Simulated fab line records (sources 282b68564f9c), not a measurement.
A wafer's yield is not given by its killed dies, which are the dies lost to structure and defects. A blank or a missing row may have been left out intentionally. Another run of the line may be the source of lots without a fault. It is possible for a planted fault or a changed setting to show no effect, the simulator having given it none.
fab line records	flow rit-cmos
[record] lots = 7	wafers = 21	last-day = 7
route steps=202 shown ACTIVE@1 FOX1@20 FOX2@23 NWELL@28 M1@202
lots that met no fault: taken from a fault-free run of the same line
start-h: the number of hours between the record's first day and the start of the first shown wafer of the lot	wait-h: hours from the lot's prior step to this one	" the same as in the row above	L1.1+2: one row covering several wafers at once	- no value present, or no start provided	* or withheld: withheld	< > ~ a bound
route shown NAME@n: NAME is a module with steps in the file, n the number in the route of the first one	usual: mean and standard deviation over wafers with no fault	same: alike in all rows	chamber/n: place in a boat	sites: each site's reading	_std_site: the values' standard deviation	_edge_site: the outer-site mean with the inner-site mean subtracted	radius-mm: how far each site lies from the wafer's centre	mask NAME#n: copy n	behind: the last tool/chamber to shape the wafer	hold: cause of the lot's hold/its duration in hours/its outcome	device: the transistor (n, p or np) that didn't switch	end of line: tests of these same wafers at the route's end	a step given without rows: its recipe and nothing more	killed: at the first sort, the dies lost to defects and structure; wafer yield is something else	map: the dies of a wafer, with x for killed, . for not killed, _ for no die there
set.NAME: the run value of the setting; set.NAME@STEP: its run value at that earlier step	model.NAME: the simulator's own value behind a step, which no gauge read
certain route steps with their lots: each step a table, each wafer a row
services: a tool's chamber out of use, with start hour (start-h, from the record's first day; less than 0 if before it), hours out, and reason
[[steps]]
[step RIT_ACTIVE_BOW_MEAS_00]
[recipe] mode = bow
[usual] INCOMING_BOW = 0/6.6
lot.wafer	tool	chamber	start-h	wait-h	INCOMING_BOW[um]
L185.2	film-metro-01	-	15.02	-	-5
L185.3	"	-	"	"	-8
L185.6	"	-	"	"	6
L190.2	film-metro-02	-	40.02	-	-3
L190.3	"	-	"	"	9
L190.6	"	-	"	"	-11
L192.4	film-metro-02	-	50.06	-	2
L192.5	"	-	"	"	9
L192.6	"	-	"	"	-2
L200.2	film-metro-02	-	90.02	-	-4
L200.3	"	-	"	"	-4
L200.6	"	-	"	"	4
L202.1	film-metro-04	-	100.00	-	-9
L202.3	"	-	"	"	4
L202.5	"	-	"	"	1
L203.3	film-metro-01	-	105.04	-	0
L203.5	"	-	"	"	15
L203.6	"	-	"	"	11
L207.2	film-metro-04	-	125.02	-	8
L207.3	"	-	"	"	2
L207.5	"	-	"	"	1
[step RIT_ACTIVE_OXIDATION_01]
[recipe] temp-c = 1000	ambient = O2	target-thk-a = 468	ox-time-s = 3360
[usual] tube_center_temp_C_max = 1002.5/0.41	zone-power-load-pct = 32.7/2
lot.wafer	tool	chamber	start-h	wait-h	tube_center_temp_C_max	zone-power-load-pct
L185.2	furnace-04	0	16.04	1.0	1002.9	34.3
L185.3	"	0	"	"	1003.7	34.1
L185.6	"	0	"	"	1002.0	33.9
L190.2	furnace-04	0	40.12	0.1	1002.3	34.6
L190.3	"	0	"	"	1002.8	34.1
L190.6	"	0	"	"	1002.6	34.0
L192.4	furnace-04	0	50.12	0.0	1003.0	33.8
L192.5	"	0	"	"	1002.9	33.5
L192.6	"	0	"	"	1002.2	34.1
L200.2	furnace-04	0	90.12	0.1	1002.2	34.1
L200.3	"	0	"	"	1003.1	34.4
L200.6	"	0	"	"	1002.0	34.3
L202.1	furnace-04	0	100.62	0.6	1003.6	33.6
L202.3	"	0	"	"	1002.2	34.4
L202.5	"	0	"	"	1002.8	33.5
L203.3	furnace-04	0	105.62	0.6	1002.1	33.8
L203.5	"	0	"	"	1002.3	34.0
L203.6	"	0	"	"	1002.9	34.3
L207.2	furnace-03	0	126.03	1.0	1002.1	29.6
L207.3	"	0	"	"	1002.8	29.5
L207.5	"	0	"	"	1002.7	29.5
[step RIT_ACTIVE_THK_MEAS_02]
[recipe] reads = SiO2_of_ACTIVE_OXIDATION_01
[usual] ACTIVE_OXIDE_THK = 46.7/1.2
lot.wafer	tool	chamber	start-h	wait-h	ACTIVE_OXIDE_THK[nm]
L185.2	film-metro-04	-	17.99	0.0	45.6
L185.3	"	-	"	"	45.8
L185.6	"	-	"	"	45.2
L190.2	film-metro-02	-	42.06	0.0	45.6
L190.3	"	-	"	"	45.1
L190.6	"	-	"	"	46.3
L192.4	film-metro-01	-	52.08	0.0	46.2
L192.5	"	-	"	"	46.1
L192.6	"	-	"	"	46.3
L200.2	film-metro-01	-	92.06	0.0	47.7
L200.3	"	-	"	"	48.1
L200.6	"	-	"	"	46.5
L202.1	film-metro-04	-	102.55	0.0	47.0
L202.3	"	-	"	"	46.3
L202.5	"	-	"	"	46.3
L203.3	film-metro-02	-	107.57	0.0	47.5
L203.5	"	-	"	"	47.3
L203.6	"	-	"	"	47.7
L207.2	film-metro-02	-	127.98	0.0	47.9
L207.3	"	-	"	"	47.6
L207.5	"	-	"	"	46.2
[step RIT_ACTIVE_CVD_03]
[recipe] material = Si3N4	target-thk-nm = 150	temp-c = 810	precursor = SiH2Cl2/NH3	time-s = 1500	pressure-mtorr = 300	sih2cl2-flow-sccm = 60	nh3-flow-sccm = 150
[step RIT_ACTIVE_THK_MEAS_04]
[recipe] reads = Si3N4_of_ACTIVE_CVD_03
[usual] ACTIVE_NITRIDE_THK = 149.8/1.3
lot.wafer	tool	chamber	start-h	wait-h	ACTIVE_NITRIDE_THK[nm]
L185.2	film-metro-04	-	19.46	0.0	148.5
L185.3	"	-	"	"	149.9
L185.6	"	-	"	"	148.8
L190.2	film-metro-01	-	43.54	0.0	152.5
L190.3	"	-	"	"	152.5
L190.6	"	-	"	"	151.6
L192.4	film-metro-02	-	53.56	0.0	151.3
L192.5	"	-	"	"	149.2
L192.6	"	-	"	"	149.9
L200.2	film-metro-04	-	93.54	0.0	148.4
L200.3	"	-	"	"	148.8
L200.6	"	-	"	"	150.0
L202.1	film-metro-01	-	104.14	0.0	148.2
L202.3	"	-	"	"	147.5
L202.5	"	-	"	"	148.0
L203.3	film-metro-02	-	109.05	0.0	150.2
L203.5	"	-	"	"	149.5
L203.6	"	-	"	"	150.2
L207.2	film-metro-01	-	129.45	0.0	150.7
L207.3	"	-	"	"	150.0
L207.5	"	-	"	"	149.7
[step RIT_ACTIVE_HMDS_05]
[recipe] prime-time-s = 60	prime-temp-c = 140
[step RIT_ACTIVE_COAT_06]
[recipe] resist = NOVOLAK	spin-rpm = 3198	resist-thk-nm = 1000
[step RIT_ACTIVE_SOFTBAKE_07]
[recipe] resist = NOVOLAK	temp-c = 90	time-s = 60
[step RIT_ACTIVE_EXPOSE_08]
[recipe] mask-id = M1	na = 0.6	source-shape = conventional	sigma-outer = 0.6	target-cd-nm = 1400	dose-mj = 225
[step RIT_ACTIVE_PEB_09]
[recipe] resist = NOVOLAK	temp-c = withheld	time-s = withheld
[step RIT_ACTIVE_DEVELOP_10]
[recipe] resist = NOVOLAK	develop-time-s = 50	dev-temp-c = 23
[step RIT_ACTIVE_CD_MEAS_11]
[recipe] target-cd-nm = 1400
[usual] cd-nm = 1400.4/2.4
lot.wafer	tool	chamber	start-h	wait-h	cd-nm
L185.2	cd-sem-02	-	20.44	-	1401.3
L185.3	"	-	"	"	1402.2
L185.6	"	-	"	"	1398.7
L190.2	cd-sem-01	-	44.58	-	1405.6
L190.3	"	-	"	"	1400.8
L190.6	"	-	"	"	1405.4
L192.4	cd-sem-02	-	54.50	-	1398.2
L192.5	"	-	"	"	1399.3
L192.6	"	-	"	"	1398.7
L200.2	cd-sem-02	-	94.58	-	1400.4
L200.3	"	-	"	"	1398.8
L200.6	"	-	"	"	1402.6
L202.1	cd-sem-01	-	105.17	-	1398.1
L202.3	"	-	"	"	1397.4
L202.5	"	-	"	"	1398.6
L203.3	cd-sem-02	-	109.98	-	1399.7
L203.5	"	-	"	"	1399.3
L203.6	"	-	"	"	1399.6
L207.2	cd-sem-02	-	130.50	-	1405.0
L207.3	"	-	"	"	1403.4
L207.5	"	-	"	"	1403.7
[step RIT_ACTIVE_HARDBAKE_12]
[recipe] resist = NOVOLAK	temp-c = 140	time-s = 60
[step RIT_ACTIVE_ETCH_13]
[recipe] stop-on = SiO2	chemistry = SF6	target = Si3N4	time-s = 210	over-etch-frac = 0.4	SF6_flow_sccm = 200	pressure-mtorr = 260	rf-w = 125	target-depth-a = 2100
[usual] SF6_flow_sccm = 200.0/0.58	drypump-motor-current-A = 5.5/0.63	oes-product-au = 0.818/0.015	throttle-valve-pct = 7.51/0.098
[same] over-etch-frac = 0.4
lot.wafer	tool	chamber	start-h	wait-h	SF6_flow_sccm	drypump-motor-current-A	oes-product-au	rf-hours-counter-h	throttle-valve-pct
L185.2	rie-diel-02	0	20.69	0.1	199.8	4.9	0.824	5	7.36
L185.3	"	3	"	"	199.9	6.5	0.801	92	7.49
L185.6	"	3	"	"	198.9	6.5	0.798	-	7.49
L190.2	rie-diel-02	2	44.83	0.1	200.6	5.0	0.815	65	7.57
L190.3	"	3	"	"	200.1	6.5	0.808	93	7.51
L190.6	"	2	"	"	200.4	5.0	0.805	-	7.56
L192.4	rie-diel-04	1	54.71	0.1	198.6	6.4	0.799	148	7.62
L192.5	"	2	"	"	200.3	5.2	0.808	-	7.43
L192.6	"	1	"	"	199.8	6.4	0.796	-	7.60
L200.2	rie-diel-03	1	94.83	0.1	200.2	5.0	0.816	110	7.55
L200.3	"	3	"	"	199.5	6.4	0.813	152	7.39
L200.6	"	3	"	"	199.0	6.4	0.816	-	7.41
L202.1	rie-diel-03	0	105.44	0.1	201.0	5.0	0.827	15	7.57
L202.3	"	1	"	"	200.6	5.0	0.819	110	7.56
L202.5	"	2	"	"	200.2	5.1	0.798	-	7.62
L203.3	rie-diel-02	0	110.21	0.1	201.0	5.0	0.827	6	7.36
L203.5	"	1	"	"	199.6	5.9	0.839	-	7.42
L203.6	"	0	"	"	200.2	5.0	0.828	-	7.35
L207.2	rie-diel-04	1	130.75	0.1	199.3	6.4	0.801	150	7.61
L207.3	"	2	"	"	200.1	5.2	0.804	35	7.43
L207.5	"	2	"	"	199.1	5.2	0.806	-	7.42
[step RIT_ACTIVE_STRIP_14]
[recipe] chemistry = O2	time-s = 180	resist = NOVOLAK	platen-temp-c = withheld	power-w = 500	pressure-mtorr = 4000	o2-flow-sccm = 4000
[usual] drypump-motor-current-A = 5.6/0.47	rf-refl-power-W = 7.1/1.2
lot.wafer	tool	chamber	start-h	wait-h	drypump-motor-current-A	rf-hours-counter-h	rf-refl-power-W
L185.2	plasma-asher-01	0	20.82	0.1	5.1	37	6.2
L185.3	"	1	"	"	5.3	-	8.3
L185.6	"	1	"	"	5.3	-	7.9
L190.2	plasma-asher-03	1	44.97	0.1	6.2	26	5.8
L190.3	"	0	"	"	5.9	-	8.6
L190.6	"	1	"	"	6.2	-	5.7
L192.4	plasma-asher-02	0	54.90	0.1	5.9	-	7.7
L192.5	"	0	"	"	5.9	-	7.8
L192.6	"	1	"	"	4.9	-	6.3
L200.2	plasma-asher-03	1	94.97	0.1	6.2	31	5.7
L200.3	"	0	"	"	5.9	-	8.6
L200.6	"	1	"	"	6.2	-	5.6
L202.1	plasma-asher-01	0	105.57	0.1	5.1	46	6.2
L202.3	"	1	"	"	5.3	-	8.2
L202.5	"	0	"	"	5.1	-	6.2
L203.3	plasma-asher-01	1	110.40	0.1	5.3	-	7.9
L203.5	"	1	"	"	5.3	-	8.1
L203.6	"	0	"	"	5.1	-	6.2
L207.2	plasma-asher-01	0	130.88	0.1	5.1	49	6.4
L207.3	"	1	"	"	5.3	-	8.3
L207.5	"	0	"	"	5.1	-	6.3
[step RIT_ACTIVE_CD_MEAS_90]
[recipe] target-cd-nm = 1400
[usual] cd-nm = 1400.4/2.4
lot.wafer	tool	chamber	start-h	wait-h	cd-nm
L185.2	cd-sem-02	-	21.02	0.1	1401.3
L185.3	"	-	"	"	1402.8
L185.6	"	-	"	"	1398.7
L190.2	cd-sem-02	-	45.16	0.1	1405.7
L190.3	"	-	"	"	1401.0
L190.6	"	-	"	"	1405.1
L192.4	cd-sem-01	-	55.08	0.1	1398.0
L192.5	"	-	"	"	1399.2
L192.6	"	-	"	"	1398.4
L200.2	cd-sem-02	-	95.16	0.1	1400.4
L200.3	"	-	"	"	1398.6
L200.6	"	-	"	"	1402.4
L202.1	cd-sem-02	-	105.75	0.1	1398.1
L202.3	"	-	"	"	1397.3
L202.5	"	-	"	"	1398.3
L203.3	cd-sem-02	-	110.56	0.1	1399.5
L203.5	"	-	"	"	1399.5
L203.6	"	-	"	"	1399.7
L207.2	cd-sem-01	-	131.08	0.1	1404.5
L207.3	"	-	"	"	1403.4
L207.5	"	-	"	"	1403.6
[step RIT_ACTIVE_CLEAN_15]
[recipe] chemistry = SC1	mix = 3:3:50	time-s = 600	temp-c = 75
[step RIT_ACTIVE_CLEAN_16]
[recipe] chemistry = dHF	dilution = 50:1	time-s = 30
[step RIT_ACTIVE_CLEAN_17]
[recipe] chemistry = SC2	mix = 3:3:50	time-s = 600	temp-c = 75	dry = n2-spin
[step RIT_FOX1_OXIDATION_00]
[recipe] temp-c = 1100	ambient = H2O	target-thk-a = 3507	p-h2o-torr = 720	ox-time-s = 1130
[step RIT_FOX1_THK_MEAS_01]
[recipe] reads = SiO2_of_FOX1_OXIDATION_00
[usual] FOX1_OXIDE_THK = 351/7.3
lot.wafer	tool	chamber	start-h	wait-h	FOX1_OXIDE_THK[nm]
L185.2	film-metro-04	-	22.81	0.0	346
L185.3	"	-	"	"	344
L185.6	"	-	"	"	347
L190.2	film-metro-03	-	47.89	0.0	353
L190.3	"	-	"	"	357
L190.6	"	-	"	"	351
L192.4	film-metro-03	-	56.88	0.0	363
L192.5	"	-	"	"	354
L192.6	"	-	"	"	359
L200.2	film-metro-04	-	98.73	0.0	358
L200.3	"	-	"	"	363
L200.6	"	-	"	"	351
L202.1	film-metro-04	-	109.57	0.0	358
L202.3	"	-	"	"	360
L202.5	"	-	"	"	357
L203.3	film-metro-03	-	114.16	0.0	360
L203.5	"	-	"	"	353
L203.6	"	-	"	"	356
L207.2	film-metro-03	-	134.40	0.0	344
L207.3	"	-	"	"	347
L207.5	"	-	"	"	344
[step RIT_FOX1_WET_ETCH_02]
[recipe] chemistry = BOE	target-depth-nm = 350	time-s = 390	temp-c = 21.5	dry = n2-spin	dilution = 10:1	target = SiO2
[step RIT_FOX2_OXIDATION_00]
[recipe] temp-c = 1100	ambient = H2O	target-thk-a = 3507	p-h2o-torr = 720	ox-time-s = 1130
[step RIT_FOX2_THK_MEAS_01]
[recipe] reads = SiO2_of_FOX2_OXIDATION_00
[usual] FOX2_OXIDE_THK = 350/4.9
lot.wafer	tool	chamber	start-h	wait-h	FOX2_OXIDE_THK[nm]
L185.2	film-metro-02	-	24.31	0.0	360
L185.3	"	-	"	"	354
L185.6	"	-	"	"	354
L190.2	film-metro-02	-	49.40	0.0	355
L190.3	"	-	"	"	352
L190.6	"	-	"	"	351
L192.4	film-metro-03	-	58.38	0.0	356
L192.5	"	-	"	"	360
L192.6	"	-	"	"	355
L200.2	film-metro-03	-	100.38	0.0	352
L200.3	"	-	"	"	350
L200.6	"	-	"	"	356
L202.1	film-metro-03	-	111.42	0.0	354
L202.3	"	-	"	"	354
L202.5	"	-	"	"	349
L203.3	film-metro-02	-	115.65	0.0	355
L203.5	"	-	"	"	352
L203.6	"	-	"	"	354
L207.2	film-metro-01	-	136.79	0.0	353
L207.3	"	-	"	"	346
L207.5	"	-	"	"	348
[step RIT_FOX2_CLEAN_02]
[recipe] chemistry = dHF	dilution = 50:1	time-s = 180
[step RIT_FOX2_WET_ETCH_03]
[recipe] chemistry = H3PO4	target = Si3N4	target-depth-nm = 195	temp-c = 165	time-s = 2700
[step RIT_FOX2_THK_MEAS_90]
[recipe] reads = SiO2_of_FOX2_OXIDATION_00
[usual] FIELD_OXIDE_LEFT_1_THK = 323/4.9
lot.wafer	tool	chamber	start-h	wait-h	FIELD_OXIDE_LEFT_1_THK[nm]
L185.2	film-metro-03	-	25.19	0.0	332
L185.3	"	-	"	"	326
L185.6	"	-	"	"	327
L190.2	film-metro-02	-	50.35	0.0	328
L190.3	"	-	"	"	324
L190.6	"	-	"	"	323
L192.4	film-metro-01	-	59.26	0.0	329
L192.5	"	-	"	"	333
L192.6	"	-	"	"	328
L200.2	film-metro-03	-	101.26	0.0	324
L200.3	"	-	"	"	322
L200.6	"	-	"	"	329
L202.1	film-metro-03	-	112.29	0.0	327
L202.3	"	-	"	"	327
L202.5	"	-	"	"	323
L203.3	film-metro-03	-	116.53	0.0	328
L203.5	"	-	"	"	325
L203.6	"	-	"	"	326
L207.2	film-metro-02	-	137.67	0.0	326
L207.3	"	-	"	"	319
L207.5	"	-	"	"	320
[step RIT_NWELL_HMDS_00]
[recipe] prime-time-s = 58.51	prime-temp-c = 140
[step RIT_NWELL_COAT_01]
[recipe] resist = NOVOLAK	spin-rpm = 2000	resist-thk-nm = 1300
[step RIT_NWELL_SOFTBAKE_02]
[recipe] resist = NOVOLAK	temp-c = 90	time-s = 60
[step RIT_NWELL_EXPOSE_03]
[recipe] mask-id = M2	na = 0.57	target-cd-nm = 43900	dose-mj = 250
[step RIT_M1_PROBE_99]
[usual] killed-at-contacts = 0.1/0.31	killed-at-front-end = 7/3.2	killed-dies = 7/3.2	killed-on-rim = 1.9/1.4	killed-open = 3.6/1.9	killed-short = 3.6/2
[same] gross-dies = 264	killed_at_M0_to_M3 = 0	killed_at_M4_up = 0	killed-at-back-side = 0	killed-at-other = 0
lot.wafer	tool	chamber	start-h	wait-h	killed-at-contacts	killed-at-front-end	killed-dies	killed-on-rim	killed-open	killed-short
L185.2	prober-01	-	64.11	0.1	1	3	4	2	2	2
L185.3	prober-01	-	64.16	0.2	0	4	4	1	1	3
L185.6	prober-01	-	64.31	0.2	1	4	5	1	1	4
L190.2	prober-02	-	93.34	0.1	0	6	6	1	4	2
L190.3	prober-02	-	93.39	0.2	1	5	6	1	3	3
L190.6	prober-02	-	93.54	0.2	0	5	5	0	1	4
L192.4	prober-02	-	99.77	0.2	0	3	3	1	2	1
L192.5	prober-02	-	99.82	0.2	0	3	3	2	2	1
L192.6	prober-02	-	99.87	0.2	0	10	10	5	5	5
L200.2	prober-02	-	138.58	0.1	0	120	120	30	4	1
L200.3	prober-02	-	138.63	0.2	0	117	117	32	2	2
L200.6	prober-02	-	138.78	0.2	0	116	116	37	1	1
L202.1	prober-02	-	152.34	0.1	0	108	108	27	0	5
L202.3	prober-02	-	152.44	0.2	0	103	103	31	2	2
L202.5	prober-02	-	152.54	0.2	0	122	122	41	3	4
L203.3	prober-01	-	155.56	0.2	0	136	136	38	5	7
L203.5	prober-01	-	155.66	0.2	0	108	108	32	7	4
L203.6	prober-01	-	155.71	0.2	0	112	112	28	3	2
L207.2	prober-01	-	179.36	0.1	1	8	9	3	4	5
L207.3	prober-01	-	179.41	0.2	1	9	10	2	4	6
L207.5	prober-01	-	179.51	0.2	1	8	9	1	4	5
// killed by level:class
L185.2 GATE:geometric-particle:open=1 GATE:geometric-particle:short=1 SILICIDE:geometric-particle:open=1 CONTACT:geometric-particle:short=1
L185.3 GATE:geometric-particle:short=2 FOX1:geometric-particle:open=1 SILICIDE:geometric-particle:short=1
L185.6 SILICIDE:geometric-particle:short=2 GATE:geometric-particle:short=1 SPACER:geometric-particle:short=1 CONTACT:geometric-particle:open=1
L190.2 GATE:geometric-particle:open=2 GATE:geometric-particle:short=1 REOX:geometric-particle:open=1 SILICIDE:geometric-particle:short=1 SILICIDE:geometric-particle:open=1
L190.3 REOX:geometric-particle:short=2 FOX2:geometric-particle:open=1 GATE:geometric-particle:open=1 REOX:geometric-particle:open=1 CONTACT:geometric-particle:short=1
L190.6 GATE:geometric-particle:short=2 FOX1:geometric-particle:open=1 FOX2:geometric-particle:short=1 REOX:geometric-particle:short=1
L192.4 GATE:geometric-particle:short=1 GATE:geometric-particle:open=1 SPACER:geometric-particle:open=1
L192.5 GATE:geometric-particle:open=1 GATE:geometric-particle:short=1 SPACER:geometric-particle:open=1
L192.6 SILICIDE:geometric-particle:open=3 FOX1:geometric-particle:short=2 FOX1:geometric-particle:open=1 GATE:geometric-particle:open=1 GATE:geometric-particle:short=1 SPACER:geometric-particle:short=1 SILICIDE:geometric-particle:short=1
L200.2 ACTIVE:unspecified=115 GATE:geometric-particle:open=2 FOX1:geometric-particle:open=1 REOX:geometric-particle:open=1 SPACER:geometric-particle:short=1
L200.3 ACTIVE:unspecified=113 GATE:geometric-particle:short=1 SPACER:geometric-particle:open=1 SPACER:geometric-particle:short=1 SILICIDE:geometric-particle:open=1
L200.6 ACTIVE:unspecified=114 FOX1:geometric-particle:open=1 GATE:geometric-particle:short=1
L202.1 ACTIVE:unspecified=103 FOX2:geometric-particle:short=2 SILICIDE:geometric-particle:short=2 GATE:geometric-particle:short=1
L202.3 ACTIVE:unspecified=99 GATE:geometric-particle:open=2 GATE:geometric-particle:short=2
L202.5 ACTIVE:unspecified=115 SPACER:geometric-particle:short=2 GATE:geometric-particle:short=1 GATE:geometric-particle:open=1 REOX:geometric-particle:open=1 SPACER:geometric-particle:open=1 SILICIDE:geometric-particle:short=1
L203.3 ACTIVE:unspecified=124 GATE:geometric-particle:short=5 GATE:geometric-particle:open=2 FOX1:geometric-particle:open=1 FOX1:geometric-particle:short=1 FOX2:geometric-particle:short=1 FOX2:geometric-particle:open=1 SILICIDE:geometric-particle:open=1
L203.5 ACTIVE:unspecified=96 GATE:geometric-particle:open=3 FOX2:geometric-particle:short=2 FOX2:geometric-particle:open=2 GATE:geometric-particle:short=2 SPACER:geometric-particle:open=2 PLDD:coat-microbubble-printed=1
L203.6 ACTIVE:unspecified=104 PLDD:coat-microbubble-printed=3 SPACER:geometric-particle:open=2 GATE:geometric-particle:short=1 GATE:geometric-particle:open=1 SPACER:geometric-particle:short=1
L207.2 GATE:geometric-particle:short=4 FOX1:geometric-particle:short=1 FOX1:geometric-particle:open=1 GATE:geometric-particle:open=1 SPACER:geometric-particle:open=1 CONTACT:geometric-particle:open=1
L207.3 GATE:geometric-particle:short=3 FOX1:geometric-particle:short=2 SPACER:geometric-particle:open=2 REOX:geometric-particle:short=1 SILICIDE:geometric-particle:open=1 CONTACT:geometric-particle:open=1
L207.5 SPACER:geometric-particle:short=2 SILICIDE:geometric-particle:open=2 FOX1:geometric-particle:open=1 FOX1:geometric-particle:short=1 GATE:geometric-particle:short=1 SPACER:geometric-particle:open=1 CONTACT:geometric-particle:short=1
// map L200.2 (x killed, . not)
________..xx..._______
_____x.x.xxx..x.xx____
____x.x...xx.xx..x.___
___..x.xxx.x.x...xxx__
__xx...x..xx.xx.x..x._
__.xx.xxx..xxx..x...._
_..xxx.x...x.xxxxxx..x
_x...x.xx.....xxx....x
_..xx.....x..x....x...
_x..x....xxxxxxx.x.xx.
__.x..xx.x.xxxxx.x.x._
__..x.x..x.xxx.x.x..._
___x.x.x....x....x..__
____...x...xx....xx___
_____x.xx.x..x..x.____
________.xxx.x._______
// map L202.5 (x killed, . not)
________......x_______
_____..xxxx.x.xxx.____
____xxx.xxx.......x___
___x..xx...xxx..x.xx__
__xxxx..x..x.x....xxx_
__.xxxx.....x..x..xx._
_xxx..x......xxxxx.xx.
_.x.x.x.x.x......xx...
_x......x..x...x....xx
_..xx.xx.x...x..xx..xx
__xx..x..xx.x...x.x.._
__xx...x.x.x...x..xx._
___.xxx.x...x..x..xx__
____x..xx.xxxx..x.x___
_____.xxxxx.x..x.x____
________.x..xxx_______
[[services]]
tool	chamber	start-h	hours	kind
rie-diel-02	1	-2.70	5.6	repair
furnace-03	-	33.56	3.5	pm
plasma-asher-01	-	71.10	1.1	repair
rie-diel-04	3	81.63	2.6	repair
rie-diel-03	0	115.00	11.6	repair
rie-diel-02	1	120.62	6.7	repair
[[key]]
[first-sign] step = RIT_M1_PROBE_99	reading = killed-dies	direction = up	sigmas = 34	usual = 7	struck = 116
[effect] step = RIT_M1_PROBE_99	reading = killed-at-front-end	direction = up	sigmas = 34	usual = 7	struck = 116
met-at RIT_ACTIVE_OXIDATION_01
struck-wafers L200.2,L200.3,L200.6,L202.1,L202.3,L202.5,L203.3,L203.5,L203.6
tester-left-out L200,L202,L203
onset-between 50.12 90.12
[fault] kind = chamber-particle-source	tool = furnace-04	chamber = -	onset-h = 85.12	steps = RIT_ACTIVE_OXIDATION_01	rate-per-visit-cm2 = 0.98596	end-h = 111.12
// tester-left-out: of these lots the tester's yield and bins aren't shown, on N5 and GAA mostly nor the transistor test; their killed dies are dies lost to structure and defects alone, not to doping, threshold or leakage, so they don't give the yield
